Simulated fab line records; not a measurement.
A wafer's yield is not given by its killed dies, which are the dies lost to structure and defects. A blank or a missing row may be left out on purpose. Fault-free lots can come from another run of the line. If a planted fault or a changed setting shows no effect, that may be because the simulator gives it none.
Problem report, 8D (eight disciplines) form, completed by code :: flow berkeley cmos170 :: the parts of the form that need people (team, actions taken, sign-off) are left out

1. THE PROBLEM
cd nm at UCB170_M2_CD_MEAS_15 reads a mean of 692.9 nm on 6 wafers of 2 lots; wafers without a fault read 700.0 nm with a standard deviation of 1.4. That is -5.1 standard deviations from the usual mean.
The step: target cd 700 nm.
First seen on wafer L948.4, day 8 09:32, on cd sem-02. The record has a number at this step for 42 wafers belonging to 14 lots. Rule for "out" (also "out of limits"): further than 4 standard deviations from the usual mean. The other wafers with a number count as sound.

2. WHAT THIS IS AND IS NOT
question: which readings at this step
is: cd nm
is not: -

question: which lots
is: L948, L950
is not: L945, L946, L947, L949, L951, L952, L960, L963, L965, L966, L967, L968

question: which wafers of those lots
is: all that have a number
is not: -

question: read on which gauges
is: cd sem-01, cd sem-02
is not: -

question: when
is: from day 8 09:32
is not: up to then (12 sound wafers); but 24 sound wafers of L951, L952, L960, L963, L965, L966, L967, L968 came after

3. WHAT RULES OUT EACH SUSPECT
Counting: any tool at a process step up to the reading is kept as a suspect provided that every lot that is out went through it and no sound lot did after the first of them.
- ruled out: the gauge at UCB170_M2_CD_MEAS_15. The wafers that are out were read on 2 gauges (cd sem-01, cd sem-02).
- litho track-04 at UCB170_M2_PEB_13: ruled out as a lasting fault. The sound lots L967, L966 went through it after L948, its earliest lot that is out (day 8 09:16).
Left after counting: nothing in the record.

4. THE CAUSE (what the simulator had put in)
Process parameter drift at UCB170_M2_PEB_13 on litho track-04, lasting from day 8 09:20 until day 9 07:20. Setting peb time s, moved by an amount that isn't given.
Counting ruled it out, wrongly: the rule takes a fault to strike every lot that its tool runs from its start on, and this one did not.

5. SEQUENCE OF EFFECTS, ordered by route
Each row: a reading where the mean over the struck wafers with a number is more than 3 standard deviations away from the usual. Only readings for which the record gives a usual standard deviation are gone through. hours: the time from each lot's start at the first step in this table that gives one to its start at this step, as a median over the lots. sigmas: the change in usual standard deviations.
hours: 0
step: UCB170_M2_CD_MEAS_15
reading: cd nm
usual: 700.0 nm
on struck wafers: 692.9
change: -7.1
sigmas: -5.1
Later steps that measure or inspect, where all struck wafers having a row at the step show a number for every such reading and not one has moved that far: UCB170_V2_THK_MEAS_04.

6. WHAT WOULD HAVE CAUGHT IT SOONER
The first out-of-limits reading at a measuring or inspecting step in this record came at day 8 09:32, 0 hours after the fault's start at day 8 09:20.
Tool readings at UCB170_M2_PEB_13 with a usual standard deviation given in the record: none out on any struck wafer, hence no alarm at a limit of 4 standard deviations on them.
